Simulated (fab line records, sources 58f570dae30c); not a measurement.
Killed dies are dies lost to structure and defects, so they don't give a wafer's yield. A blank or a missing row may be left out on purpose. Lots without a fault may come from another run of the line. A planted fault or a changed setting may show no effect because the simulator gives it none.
Problem report in the 8D (eight disciplines) form, filled by code | flow berkeley_cmos170 | the parts of the form that need people (team, actions taken, sign-off) are left out

1. THE PROBLEM
tilt_deg at UCB170_PFIELD_IMPLANT_07 reads a mean of 2.563 degrees on 6 wafers of 2 lots; wafers without a fault read 6.999 degrees with a standard deviation of 0.02. That is -99 or more standard deviations from the usual mean.
First seen on wafer L477.3, day 7 14:31, on implanter-03. The record holds 42 wafers of 14 lots with a number at this step. Rule for "out", or "out of limits": more than 4 standard deviations from the usual mean. The other wafers with a number count as sound.

2. WHAT IT IS AND WHAT IT IS NOT
question                    | is                     | is not
which readings at this step | tilt_deg               | -
which lots                  | L477, L479             | L464, L465, L466, L467, L468, L469, L471, L472, L473, L478, L482, L483
which wafers of those lots  | all that have a number | -
read on which tools         | implanter-03           | implanter-01, implanter-04
when                        | from day 7 14:31       | up to then (27 sound wafers); but 9 sound wafers of L478, L482, L483 came after

3. SUSPECTS, AND WHAT RULES EACH OUT
Counting: a tool at a process step up to the reading stays a suspect if it ran every lot that is out and no sound lot after the first of them.
- implanter-03 at UCB170_PFIELD_IMPLANT_07: kept. It ran every lot that is out, first L477 (day 7 14:31), and no sound lot after that; its last sound lot up to then is L472 (day 6 12:05). Its own readings are out on those wafers: tilt_deg.
Left after counting: implanter-03 at UCB170_PFIELD_IMPLANT_07.

4. THE CAUSE (what the simulator had put in)
Process parameter drift: implanter-03, from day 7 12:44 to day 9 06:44, at UCB170_PFIELD_IMPLANT_07. Setting tilt_deg, moved by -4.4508, from 7. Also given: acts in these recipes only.
Counting left only this tool.

5. THE CHAIN OF EFFECTS, in route order
Each row: a reading whose mean over the struck wafers that have a number lies more than 3 standard deviations from the usual. Only readings for which the record gives a usual standard deviation are gone through. hours: the time from each lot's start at the first step in this table that gives one to its start at this step, as a median over the lots. sigmas: the change in usual standard deviations.
hours | step                     | reading   | usual         | on struck wafers | change | sigmas
0     | UCB170_PFIELD_IMPLANT_07 | tilt_deg  | 6.999 degrees | 2.563            | -4.436 | -99 or more
0     | UCB170_PFIELD_TW_MEAS_09 | PFIELD_TW | 603           | 593              | -10    | -3.2
The process steps in it:
- UCB170_PFIELD_IMPLANT_07
Later measuring or inspecting steps at which every struck wafer that the step has a row for has a number for every such reading, and none has moved that far: UCB170_FIELD_THK_MEAS_02.

6. WHAT WOULD HAVE CAUGHT IT SOONER
In this record the first reading out of limits was taken at day 7 14:31, 2 hours after the fault began at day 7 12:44.
